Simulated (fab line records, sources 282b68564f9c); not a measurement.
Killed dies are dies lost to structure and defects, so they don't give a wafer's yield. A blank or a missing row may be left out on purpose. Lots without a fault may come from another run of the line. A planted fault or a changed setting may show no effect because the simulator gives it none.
Split-lot experiment | flow rit_cmos | 5 lots, 23 wafers read, on a route of 202 steps

THE SPLIT
At RIT_NRETRO_COAT_01 (resist thk 1300 nm), the setting spin_rpm was moved away from the recipe's 2000 rpm on 8 of the 23 wafers read, by -3.4% to +5.8%. The other wafers ran this setting at the recipe's value.

FROM THE SPLIT TO THE READING: what the file shows between them, 3 steps
- RIT_NRETRO_SOFTBAKE_02: time 60 s
- RIT_NRETRO_EXPOSE_03: exposes mask M4, target cd 43900 nm
- RIT_NRETRO_DEVELOP_05: develop time 68 s

THE READING
NOVOLAK_of_NRETRO_COAT_01.thk_nm (the simulator's own value, which no gauge read), in nm, at RIT_NRETRO_HARDBAKE_07 (time 120 s). The file gives no usual value for it. The 15 wafers here that ran the recipe average 1142 nm, standard deviation 2.8 nm.

wafer  | tool, chamber at the split | spin_rpm as run, rpm | against the recipe | NOVOLAK_of_NRETRO_COAT_01.thk_nm, nm | against lot-mates on the recipe
L074.1 | litho_track-01, 0          | 2000                 | recipe             | 1144                                 | -
L074.2 | litho_track-01, 0          | 2000                 | recipe             | 1144                                 | -
L074.3 | litho_track-01, 0          | 2000                 | recipe             | 1145                                 | -
L074.5 | litho_track-01, 0          | 2000                 | recipe             | 1145                                 | -
L074.6 | litho_track-01, 0          | 2000                 | recipe             | 1146                                 | -
L076.2 | litho_track-03, 0          | 2000                 | recipe             | 1140                                 | -
L076.5 | litho_track-03, 0          | 2000                 | recipe             | 1139                                 | -
L076.6 | litho_track-03, 0          | 2000                 | recipe             | 1136                                 | -
L080.1 | litho_track-03, 0          | 2000                 | recipe             | 1143                                 | -
L080.2 | litho_track-03, 0          | 2116                 | +5.8%              | 1111                                 | -30
L080.3 | litho_track-03, 0          | 2116                 | +5.8%              | 1110                                 | -32
L080.4 | litho_track-03, 0          | 2116                 | +5.8%              | 1113                                 | -28
L080.5 | litho_track-03, 0          | 2000                 | recipe             | 1140                                 | -
L083.1 | litho_track-02, 0          | 2000                 | recipe             | 1139                                 | -
L083.4 | litho_track-02, 0          | 2000                 | recipe             | 1139                                 | -
L083.2 | litho_track-02, 0          | 1932                 | -3.4%              | 1158                                 | +18
L083.3 | litho_track-02, 0          | 1932                 | -3.4%              | 1159                                 | +19
L083.5 | litho_track-02, 0          | 2000                 | recipe             | 1142                                 | -
L085.1 | litho_track-03, 0          | 2102                 | +5.1%              | 1116                                 | -26
L085.2 | litho_track-03, 0          | 2000                 | recipe             | 1140                                 | -
L085.3 | litho_track-03, 0          | 2102                 | +5.1%              | 1115                                 | -26
L085.4 | litho_track-03, 0          | 2102                 | +5.1%              | 1112                                 | -30
L085.6 | litho_track-03, 0          | 2000                 | recipe             | 1143                                 | -

THE FIT
A straight line over all 23 wafers: NOVOLAK_of_NRETRO_COAT_01.thk_nm changes by -5.23 nm for each +1% of spin_rpm; r = -0.99; the points scatter about the line by 2.5 nm.
The same after taking each lot's own level away (the mean of its wafers on the recipe; 23 wafers): -5.29 nm for each +1%; r = -1.00; scatter 1.4 nm.
On that fit, the largest move of spin_rpm shifts the reading by 31 nm.
The lots' own levels span 1138.3 to 1144.8 nm, that is 2.3 times the standard deviation above.
So the lot-to-lot level changes the slope little: the two slopes agree.
Check: with one of the wafers moved furthest among these (+5.8%) left out of the fit, the line predicts -30.6 nm for it against its lot-mates. It came out at -30.5 nm against them.

OTHER SPLITS ON THESE WAFERS
These wafers also went through other splits before the reading. Each is held against what the fit with the lots' levels taken away leaves over:
other split on the same wafers    | wafers away from the commonest value | r with NOVOLAK_of_NRETRO_COAT_01.thk_nm (lot level and that fit taken away)
RIT_ACTIVE_CVD_03 temp_c          | 10                                   | +0.01
RIT_ACTIVE_EXPOSE_08 dose_mj      | 8                                    | -0.01
RIT_ACTIVE_ETCH_13 over_etch_frac | 5                                    | -0.38
RIT_NWELL_SOFTBAKE_02 temp_c      | 12                                   | +0.10
RIT_NWELL_IMPLANT_08 energy_kev   | 10                                   | -0.25
RIT_PWELL_IMPLANT_08 energy_kev   | 5                                    | -0.20

THE WHOLE CHAIN: every reading that the file lists as answering this split, in the file's order
step                   | what it does       | reading                                                                           | change (the file's fit)              | r (the file's)
RIT_NRETRO_COAT_01     | resist thk 1300 nm | NOVOLAK_of_NRETRO_COAT_01.thk_nm (the simulator's own value, which no gauge read) | -6.16 nm for each +1% of the setting | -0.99
RIT_NRETRO_HARDBAKE_07 | time 120 s         | NOVOLAK_of_NRETRO_COAT_01.thk_nm (the simulator's own value, which no gauge read) | -5.31 nm for each +1% of the setting | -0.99

THE FILE'S OWN FIT
NOVOLAK_of_NRETRO_COAT_01.thk_nm changes by -5.31 nm for each +1% of spin_rpm, r = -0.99.
